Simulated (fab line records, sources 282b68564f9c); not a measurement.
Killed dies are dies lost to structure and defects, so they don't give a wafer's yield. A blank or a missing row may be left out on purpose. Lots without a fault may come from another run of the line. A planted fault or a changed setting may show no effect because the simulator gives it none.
fab line records | flow rit_cmos | part 2 of 2: steps 33 to 44 of 44
record lots=5 wafers=15 last_day=7
route steps=202 shown NSD@132 PSD@142 SDANNEAL@153 PLDD@159 NLDD@160 SILICIDE@161 CONTACT@168
lots that met no fault: from a run of the same line without faults
start_h: hours from the record's first day to the start of the lot's first wafer shown | wait_h: hours since the lot's step before | " the same as in the row above | L1.1+2: a row that stands for several wafers | - no value, or no start given | * or withheld: withheld | < > ~ a bound
route shown NAME@n: a module of which the file shows steps, and the number in the route of the first | usual: mean/standard deviation of fault-free wafers | same: alike in all rows | chamber/n: place in a boat | sites: the reading at each site | _std_site: their standard deviation | _edge_site: outer sites' mean less inner sites' | radius_mm: how far each site lies from the wafer's centre | mask NAME#n: copy n | behind: the tool/chamber that last shaped the wafer | hold: why the lot was held/for how many hours/how that ended | device: the transistor (n, p or np) that didn't switch | end of line: the same wafers' tests at the end of the route | a step without rows: its recipe alone | killed: dies lost to structure and defects at the first sort, not the wafer's yield | map: a wafer's dies, x killed, . not, _ none there
set.NAME: the setting as run; set.NAME@STEP: as run at that earlier step | model.NAME: the simulator's own value behind a step, which no gauge read
lots at some steps of the route; a table a step, a row a wafer
services: from which hour (start_h, from the record's first day; less than 0 if before it) a tool's chamber was out of use, for how many hours, and why
## steps
# step RIT_SILICIDE_THK_MEAS_03
# recipe thk_meas_gauge=xrf reads=Ti_of_SILICIDE_SPUTTER_01
# usual SILICIDE_TI_THK=29.3/0.37
# columns lot.wafer tool chamber start_h wait_h SILICIDE_TI_THK[nm]
L074.1 film_metro-04 - 58.22 0.1 29.5
L074.2 " - " " 29.2
L074.3 " - " " 29.1
L075.1 film_metro-03 - 63.72 0.1 29.9
L075.3 " - " " 29.4
L075.4 " - " " 29.5
L081.3 film_metro-03 - 90.95 0.1 29.1
L081.4 " - " " 28.6
L081.6 " - " " 28.9
L094.1 film_metro-01 - 156.40 0.1 29.1
L094.3 " - " " 29.2
L094.6 " - " " 29.3
L096.2 film_metro-04 - 165.45 0.1 29.6
L096.3 " - " " 29.3
L096.6 " - " " 29.5
# step RIT_SILICIDE_RTA_04
# recipe temp_c=650 time_s=10 idle_temp_c=25 ramp_up_s=5 ramp_down_s=5 cool_to_c=25 ambient=N2
# usual wafer_temp_C_max=653.3/0.69
# same time_s=10
# columns lot.wafer tool chamber start_h wait_h wafer_temp_C_max
L074.1 rtp_anneal-02 0 58.28 0.1 652.8
L074.2 " 0 " " 652.9
L074.3 " 0 " " 653.1
L075.1 rtp_anneal-01 0 63.78 0.1 653.4
L075.3 " 0 " " 654.1
L075.4 " 0 " " 654.1
L081.3 rtp_anneal-01 0 91.01 0.1 653.1
L081.4 " 0 " " 652.6
L081.6 " 0 " " 652.3
L094.1 rtp_anneal-02 0 156.46 0.1 652.9
L094.3 " 0 " " 652.6
L094.6 " 0 " " 654.6
L096.2 rtp_anneal-02 0 165.51 0.1 652.9
L096.3 " 0 " " 652.9
L096.6 " 0 " " 652.4
# step RIT_SILICIDE_WET_ETCH_05
# recipe chemistry=SPM target=Ti temp_c=90 time_s=120 dry=n2_spin
# same time_s=120
# columns lot.wafer tool chamber start_h wait_h
L074.1+2+3 wet_bench-01 0 58.34 0.1
L075.1+3+4 wet_bench-04 1 63.85 0.1
L081.3+4+6 wet_bench-01 2 91.06 0.0
L094.1+3+6 wet_bench-01 1 156.53 0.1
L096.2+3+6 wet_bench-01 3 165.57 0.0
# step RIT_SILICIDE_RTA_06
# recipe temp_c=750 time_s=10 idle_temp_c=25 ramp_up_s=5 ramp_down_s=10 cool_to_c=25 ambient=N2
# usual wafer_temp_C_max=753.8/0.76
# same time_s=10
# columns lot.wafer tool chamber start_h wait_h wafer_temp_C_max
L074.1 rtp_anneal-01 0 58.39 0.0 753.6
L074.2 " 0 " " 753.1
L074.3 " 0 " " 754.2
L075.1 rtp_anneal-02 0 63.89 0.0 755.2
L075.3 " 0 " " 753.5
L075.4 " 0 " " 753.4
L081.3 rtp_anneal-02 0 91.12 0.0 754.1
L081.4 " 0 " " 752.6
L081.6 " 0 " " 754.0
L094.1 rtp_anneal-01 0 156.57 0.0 753.5
L094.3 " 0 " " 753.5
L094.6 " 0 " " 752.7
L096.2 rtp_anneal-01 0 165.62 0.0 752.9
L096.3 " 0 " " 753.5
L096.6 " 0 " " 754.4
# step RIT_CONTACT_CVD_00
# recipe material=SiO2 target_thk_nm=400 precursor=TEOS temp_c=390 time_s=61 rf_w=400
# usual heater_power_w=308/38
# same time_s=61
# columns lot.wafer tool chamber start_h wait_h heater_power_w since_wet_clean_h
L074.1 pecvd-01 1 58.45 0.1 284 1395
L074.2 " 0 " " 344 1395
L074.3 " 2 " " 287 1395
L075.1 pecvd-02 1 63.96 0.1 269 1010
L075.3 " 0 " " 327 1010
L075.4 " 2 " " 271 -
L081.3 pecvd-02 2 91.17 0.0 249 1037
L081.4 " 0 " " 293 -
L081.6 " 2 " " 258 -
L094.1 pecvd-04 1 156.63 0.1 348 307
L094.3 " 0 " " 241 307
L094.6 " 0 " " 260 -
L096.2 pecvd-02 2 165.68 0.0 255 1111
L096.3 " 0 " " 301 1111
L096.6 " 1 " " 308 -
# step RIT_CONTACT_THK_MEAS_01
# recipe reads=SiO2_of_CONTACT_CVD_00
# usual CONTACT_TEOS_THK=400/4.7
# columns lot.wafer tool chamber start_h wait_h CONTACT_TEOS_THK[nm]
L074.1 film_metro-01 - 58.50 0.0 398
L074.2 " - " " 397
L074.3 " - " " 399
L075.1 film_metro-04 - 64.01 0.0 393
L075.3 " - " " 393
L075.4 " - " " 396
L081.3 film_metro-02 - 91.24 0.0 395
L081.4 " - " " 397
L081.6 " - " " 403
L094.1 film_metro-04 - 156.68 0.0 396
L094.3 " - " " 393
L094.6 " - " " 398
L096.2 film_metro-02 - 165.74 0.0 398
L096.3 " - " " 402
L096.6 " - " " 408
# step RIT_CONTACT_HMDS_02
# recipe prime_time_s=60 prime_temp_c=140
# columns lot.wafer tool chamber start_h wait_h
L074.1+2+3 litho_track-04 0 58.56 0.1
L075.1+3+4 litho_track-02 0 64.07 0.1
L081.3+4+6 litho_track-03 0 91.33 0.1
L094.1+3+6 litho_track-02 0 156.83 0.1
L096.2+3+6 litho_track-02 0 165.81 0.1
# step RIT_CONTACT_COAT_03
# recipe resist=NOVOLAK spin_rpm=3250 resist_thk_nm=1000
# columns lot.wafer tool chamber start_h wait_h
L074.1+2+3 litho_track-04 0 58.71 0.1
L075.1+3+4 litho_track-02 0 64.22 0.1
L081.3+4+6 litho_track-03 0 91.48 0.1
L094.1+3+6 litho_track-02 0 156.98 0.1
L096.2+3+6 litho_track-02 0 165.96 0.1
# step RIT_CONTACT_SOFTBAKE_04
# recipe resist=NOVOLAK temp_c=90 time_s=60
# usual heater_power_total_W=34.56/0.047
# same time_s=60
# columns lot.wafer tool chamber start_h wait_h heater_power_total_W
L074.1 litho_track-04 0 58.86 0.1 34.57
L074.2 " 0 " " 34.58
L074.3 " 0 " " 34.52
L075.1 litho_track-02 0 64.37 0.1 34.61
L075.3 " 0 " " 34.56
L075.4 " 0 " " 34.57
L081.3 litho_track-03 0 91.63 0.1 34.50
L081.4 " 0 " " 34.61
L081.6 " 0 " " 34.55
L094.1 litho_track-02 0 157.13 0.1 34.56
L094.3 " 0 " " 34.48
L094.6 " 0 " " 34.55
L096.2 litho_track-02 0 166.11 0.1 34.50
L096.3 " 0 " " 34.45
L096.6 " 0 " " 34.59
# step RIT_CONTACT_EXPOSE_05
# recipe mask_id=M11 na=0.6 source_shape=conventional sigma_outer=0.5 target_cd_nm=1000 dose_mj=250
# usual reticle_temp_C=23.01/0.1
# columns lot.wafer tool chamber start_h wait_h mask reticle_temp_C
L074.1 iline_stepper-02 0 59.14 0.2 M11#0 22.86
L074.2 " 0 " " M11#0 23.07
L074.3 " 0 " " M11#0 22.87
L075.1 iline_stepper-01 0 64.64 0.2 M11#0 22.96
L075.3 " 0 " " M11#0 23.12
L075.4 " 0 " " M11#0 22.99
L081.3 iline_stepper-02 0 91.76 0.1 M11#0 23.00
L081.4 " 0 " " M11#0 22.98
L081.6 " 0 " " M11#0 23.08
L094.1 iline_stepper-01 0 157.40 0.2 M11#0 22.83
L094.3 " 0 " " M11#0 22.96
L094.6 " 0 " " M11#0 22.95
L096.2 iline_stepper-02 0 166.26 0.1 M11#0 22.75
L096.3 " 0 " " M11#0 22.81
L096.6 " 0 " " M11#0 22.82
# step RIT_CONTACT_PEB_06
# recipe resist=NOVOLAK temp_c=withheld time_s=withheld
# columns lot.wafer tool chamber start_h wait_h
L074.1+2+3 litho_track-02 0 59.37 0.2
L075.1+3+4 litho_track-02 0 64.97 0.3
L081.3+4+6 litho_track-02 0 91.89 0.1
L094.1+3+6 litho_track-02 0 157.53 0.1
L096.2+3+6 litho_track-04 0 166.38 0.1
# step RIT_CONTACT_DEVELOP_07
# recipe resist=NOVOLAK develop_time_s=120 dev_temp_c=23
# same develop_time_s=120
# columns lot.wafer tool chamber start_h wait_h
L074.1+2+3 litho_track-02 0 - -
L075.1+3+4 litho_track-02 0 - -
L081.3+4+6 litho_track-02 0 - -
L094.1+3+6 litho_track-02 0 - -
L096.2+3+6 litho_track-04 0 - -
## services
# columns tool chamber start_h hours kind
iline_stepper-02 - 43.19 4.4 pm
pecvd-04 - 63.81 2.8 pm
implanter-02 - 64.63 4.8 repair
pvd_sputter-04 - 67.49 6.4 repair
iline_stepper-02 - 72.64 1.7 pm
implanter-04 - 74.66 10.1 repair
pecvd-01 - 74.80 1.9 repair
implanter-01 - 77.72 2.1 repair
implanter-03 - 89.85 3.6 pm
implanter-02 - 92.72 2.0 repair
wet_bench-03 - 102.21 1.9 pm
plasma_asher-01 - 103.58 5.6 repair
implanter-03 - 105.13 0.7 repair
plasma_asher-01 - 109.20 9.0 pm
implanter-01 - 116.35 4.8 repair
wet_bench-02 - 126.62 1.9 pm
plasma_asher-02 - 128.81 0.6 repair
plasma_asher-03 - 131.59 4.5 repair
iline_stepper-01 - 135.43 2.4 repair
iline_stepper-01 - 137.80 1.7 pm
pvd_sputter-04 - 138.15 4.2 repair
pecvd-01 1 143.68 2.4 repair
plasma_asher-03 - 163.29 0.5 repair
implanter-02 - 163.36 0.7 repair
